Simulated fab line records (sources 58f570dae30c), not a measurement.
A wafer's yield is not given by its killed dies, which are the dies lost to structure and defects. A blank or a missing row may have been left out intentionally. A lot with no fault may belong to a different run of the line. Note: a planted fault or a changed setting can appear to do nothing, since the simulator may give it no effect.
Code-filled problem report in 8D (eight disciplines) form | flow berkeley cmos170 | the parts of the form that need people (team, actions taken, sign-off) are left out

1. THE PROBLEM
Mean PVT_TW at UCB170_PVT_TW_MEAS_09: 462 over 6 wafers in 2 lots; fault-free wafers: 510, standard deviation 3.1. Measured from the usual mean, that is -15 standard deviations.
Seen first at day 8 13:22 on film metro-02, wafer L120.1. The record holds 42 wafers of 14 lots with a number at this step. By rule, "out" or "out of limits" means more than 4 standard deviations away from the usual mean. All remaining wafers that have a number are taken as sound.

2. WHAT IT IS; WHAT IT IS NOT
question                    | is                           | is not
which readings at this step | PVT_TW                       | -
which lots                  | L120, L123                   | L107, L110, L111, L112, L113, L114, L115, L116, L122, L126, L127, L129
which wafers of those lots  | all that have a number       | -
read on which gauges        | film metro-01, film metro-02 | film metro-03
when                        | from day 8 13:22             | up to then (27 sound wafers); but 9 sound wafers of L126, L127, L129 came after

3. THE SUSPECTS, EACH WITH WHAT RULES IT OUT
Counting: a tool at any process step up to the reading remains a suspect when it ran all the lots that are out and ran no sound lot after the first of those.
- ruled out: the gauge at UCB170_PVT_TW_MEAS_09. Those wafers that are out were read across 2 gauges (film metro-01, film metro-02).
- implanter-03 at UCB170_PVT_IMPLANT_07: kept. Every lot that is out went through it, starting with L120 (day 8 13:07), and after that it ran no sound lot; the last sound lot it ran before then is L116 (day 7 18:32). Its own readings are out on those wafers: beam energy keV.
Left after counting: implanter-03 at UCB170_PVT_IMPLANT_07.

4. THE CAUSE (what the simulator had put in)
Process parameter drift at UCB170_PVT_IMPLANT_07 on implanter-03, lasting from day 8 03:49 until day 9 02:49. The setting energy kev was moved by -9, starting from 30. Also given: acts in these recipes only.
After counting, this tool was the only one left.

5. SEQUENCE OF EFFECTS, ordered by route
Each row: a reading where the mean over the struck wafers with a number is more than 3 standard deviations away from the usual. Only readings for which the record gives a usual standard deviation are gone through. hours: the time from each lot's start at the first step in this table that gives one to its start at this step, as a median over the lots. sigmas: the change in usual standard deviations.
hours | step                  | reading         | usual  | on struck wafers | change | sigmas
0     | UCB170_PVT_IMPLANT_07 | beam energy keV | 30.001 | 21.002           | -8.999 | -99 or more
0     | UCB170_PVT_TW_MEAS_09 | PVT_TW          | 510    | 462              | -48    | -15
The process steps in it:
- UCB170_PVT_IMPLANT_07

6. WHAT WOULD HAVE CAUGHT IT SOONER
10 hours passed between the start of the fault at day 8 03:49 and the first reading out of limits at a measuring or inspecting step in this record, taken at day 8 13:22.
The tool's own readings at UCB170_PVT_IMPLANT_07 were out on every struck wafer that the step has a row for (beam energy keV): an alarm limit on them would have fired on the first of those.
Among the 2 lots that are out, L123 began UCB170_PVT_IMPLANT_07 on implanter-03 after day 8 13:22. It would have been spared by a hold on the tool at that moment.
